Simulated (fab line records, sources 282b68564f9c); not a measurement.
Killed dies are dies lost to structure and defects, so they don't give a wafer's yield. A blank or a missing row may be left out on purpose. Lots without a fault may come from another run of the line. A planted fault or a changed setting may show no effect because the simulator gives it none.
Which tool did it? | flow rit_cmos | 13 lots, 39 wafers sampled, at 2 steps of a route of 202

WHAT THE GAUGES READ, wafer by wafer
RIT_ACTIVE_THK_MEAS_04.
lot  | measured    | on            | ACTIVE_NITRIDE_THK (nm)
L331 | day 1 14:28 | film_metro-03 | 148.4 147.6 148.7
L332 | day 1 19:14 | film_metro-01 | 151.8 153.0 152.6
L333 | day 1 23:58 | film_metro-01 | 151.3 153.0 152.4
L334 | day 2 04:32 | film_metro-03 | 152.2 151.1 150.8
L335 | day 2 09:32 | film_metro-03 | 150.5 150.4 152.4
L336 | day 2 14:51 | film_metro-03 | 151.6 152.1 152.6
L340 | day 3 12:31 | film_metro-04 | 150.3 151.0 150.8
L341 | day 3 16:57 | film_metro-03 | 190.1 190.3 189.4 190.1 190.3 189.4
L343 | day 4 03:50 | film_metro-01 | 149.0 149.2 150.4
L349 | day 5 08:02 | film_metro-03 | 149.6 149.9 150.0
L351 | day 5 18:28 | film_metro-03 | 151.2 151.4 150.9
L352 | day 6 00:04 | film_metro-03 | 150.6 149.1 150.4
L353 | day 6 03:33 | film_metro-04 | 150.1 151.7 150.2

WHICH TOOL RAN EACH LOT (tool, then ch and the chambers of the sampled wafers, then the start)
lot  | RIT_ACTIVE_CVD_03
L331 | lpcvd-01 ch 1, day 1 13:01
L332 | lpcvd-01 ch 1, day 1 17:49
L333 | lpcvd-02 ch 1, day 1 22:34
L334 | lpcvd-02 ch 1, day 2 03:07
L335 | lpcvd-02 ch 1, day 2 08:07
L336 | lpcvd-02 ch 0, day 2 13:26
L340 | lpcvd-01 ch 0, day 3 10:23
L341 | lpcvd-02 ch 1, day 3 15:31
L343 | lpcvd-01 ch 1, day 4 02:25
L349 | lpcvd-01 ch 0, day 5 06:38
L351 | lpcvd-01 ch 0, day 5 16:20
L352 | lpcvd-01 ch 0, day 5 22:39
L353 | lpcvd-01 ch 1, day 6 02:07
- RIT_ACTIVE_CVD_03: deposits Si3N4 from SiH2Cl2/NH3, target thk 150 nm, time 1500 s.

WHAT THE TOOLS THEMSELVES READ (means of the sampled wafers that have a number; where no wafer has one, the mark that the record gives instead)
RIT_ACTIVE_CVD_03.
lot  | tool     | spike_tc_centre_C (C) | spike_tc_load_C (C) | spike_tc_source_C (C)
L331 | lpcvd-01 | 811.0                 | 831.2               | 830.7
L332 | lpcvd-01 | 812.3                 | 831.8               | 830.7
L333 | lpcvd-02 | 811.4                 | 831.7               | 833.2
L334 | lpcvd-02 | 811.4                 | 831.5               | 834.0
L335 | lpcvd-02 | 811.8                 | 830.9               | 833.5
L336 | lpcvd-02 | 813.7                 | 834.0               | 825.9
L340 | lpcvd-01 | 812.2                 | 830.8               | 830.1
L341 | lpcvd-02 | 824.8                 | 844.5               | 846.8
L343 | lpcvd-01 | 812.3                 | 831.0               | 830.1
L349 | lpcvd-01 | 812.2                 | 829.9               | 831.0
L351 | lpcvd-01 | 812.2                 | 831.6               | 831.0
L352 | lpcvd-01 | 813.4                 | 830.9               | 830.7
L353 | lpcvd-01 | 812.1                 | 832.3               | 830.4

THE ANSWER, worked out from the rows above alone
Rule: what is usual is taken from the lots themselves. Put in order of their means at a reading, lots are off if they are a third of the lots or fewer, leave a main group of 4 or more, and stand apart from it by a gap of 3 or more times the standard deviation of the main group's means; of several such gaps the widest counts. A main group whose means are all the same, to the digits that the tables above print for the reading, isn't used. A lot without any number at a reading at which 4 lots or more have one is off too. The other lots that the step has rows for count as sound. The gauges are gone through in route order, then the tools' own readings, and for those a lot's mean is taken as printed above. The first step at which some lot is off is used, and at that step the reading that is off furthest; a lot without a number counts as furthest.
Off: L341, at RIT_ACTIVE_THK_MEAS_04 (ACTIVE_NITRIDE_THK). The main group: mean 150.8 nm, standard deviation 1.2.
A tool fits if, at a process step before that reading, it ran every lot that is off, and no sound lot after the first of them. The gauges at RIT_ACTIVE_THK_MEAS_04 aren't tried: what is off there is off at RIT_ACTIVE_CVD_03 too, on other tools, and a gauge's error can't cause that. One fits: lpcvd-02 at RIT_ACTIVE_CVD_03. Its last sound lot is L336 (day 2 13:26), its first lot that is off L341 (day 3 15:31): a fault that began between those two fits.
The tool's own readings at RIT_ACTIVE_CVD_03 bear it out: on the lots that are off they differ by more than 5 times the standard deviation of the sound lots' means. spike_tc_centre_C reads 824.8 C there against 812.2 C on the sound lots; spike_tc_load_C reads 844.5 C there against 831.5 C on the sound lots; spike_tc_source_C reads 846.8 C there against 830.9 C on the sound lots.

WHAT THE SIMULATOR HAD PUT IN
Process parameter drift: lpcvd-02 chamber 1, from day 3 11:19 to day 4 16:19, at RIT_ACTIVE_CVD_03. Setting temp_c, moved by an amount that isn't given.
Lots struck among those shown: L341. The rule above found the same.
